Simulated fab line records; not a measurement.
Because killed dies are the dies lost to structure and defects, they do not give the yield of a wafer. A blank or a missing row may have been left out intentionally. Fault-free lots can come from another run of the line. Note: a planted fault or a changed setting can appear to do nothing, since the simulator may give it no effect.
Which tool is to blame? | flow berkeleyCmos170 | 7 lots, 21 wafers sampled, at 3 steps of a route of 331

WHAT THE GAUGES SHOWED, per wafer
UCB170_PWELL_TW_MEAS_17.
lot  | measured    | on           | PWELL_TW
L378 | day 2 22:01 | filmMetro-04 | 377 380 378
L380 | day 3 08:51 | filmMetro-02 | 380 380 380
L382 | day 4 00:17 | filmMetro-03 | 379 380 380
L384 | day 4 14:51 | filmMetro-02 | 383 384 383
L395 | day 6 16:08 | filmMetro-04 | 374 374 376
L398 | day 7 08:10 | filmMetro-02 | 381 382 379
L400 | day 7 16:37 | filmMetro-04 | 377 376 376

WHAT TOOL EACH LOT RAN ON (gives the tool, then ch and the chambers of the sampled wafers, and finally the start)
lot  | UCB170_NWELL_IMPLANT_14        | UCB170_PWELL_ETCH_14
L378 | implanter-02 ch 0, day 2 07:19 | rieDiel-02 ch 0,1, day 2 21:39
L380 | implanter-04 ch 0, day 2 16:44 | rieDiel-02 ch 0,1, day 3 08:28
L382 | implanter-02 ch 0, day 3 07:32 | rieDiel-03 ch 0,1,2, day 3 23:56
L384 | implanter-02 ch 0, day 3 21:24 | rieDiel-03 ch 1,2, day 4 14:29
L395 | implanter-04 ch 0, day 6 03:26 | rieDiel-04 ch 0,2, day 6 15:46
L398 | implanter-01 ch 0, day 6 11:32 | rieDiel-04 ch 1,2, day 7 07:49
L400 | implanter-04 ch 0, day 6 18:16 | rieDiel-02 ch 1,2,3, day 7 16:16
- UCB170_NWELL_IMPLANT_14
- UCB170_PWELL_ETCH_14: etches Si3N4 in CH3F/Ar/O2, stops on SiO2, target depth 242 nm, time 151 s.

THE ANSWER, worked out from the rows above alone
Rule: the lots themselves supply what counts as usual. Put in order of their means at a reading, lots are off if they are a third of the lots or fewer, leave a main group of 4 or more, and stand apart from it by a gap of 3 or more times the standard deviation of the main group's means; of several such gaps the widest counts. A main group whose means are all the same, to the digits that the tables above print for the reading, isn't used. Also off: a lot with no number at a reading for which 4 or more lots have one. The other lots that the step has rows for count as sound.
No lot is off on any of the readings shown, so nothing can be concluded from this.

WHAT WAS PUT IN BY THE SIMULATOR
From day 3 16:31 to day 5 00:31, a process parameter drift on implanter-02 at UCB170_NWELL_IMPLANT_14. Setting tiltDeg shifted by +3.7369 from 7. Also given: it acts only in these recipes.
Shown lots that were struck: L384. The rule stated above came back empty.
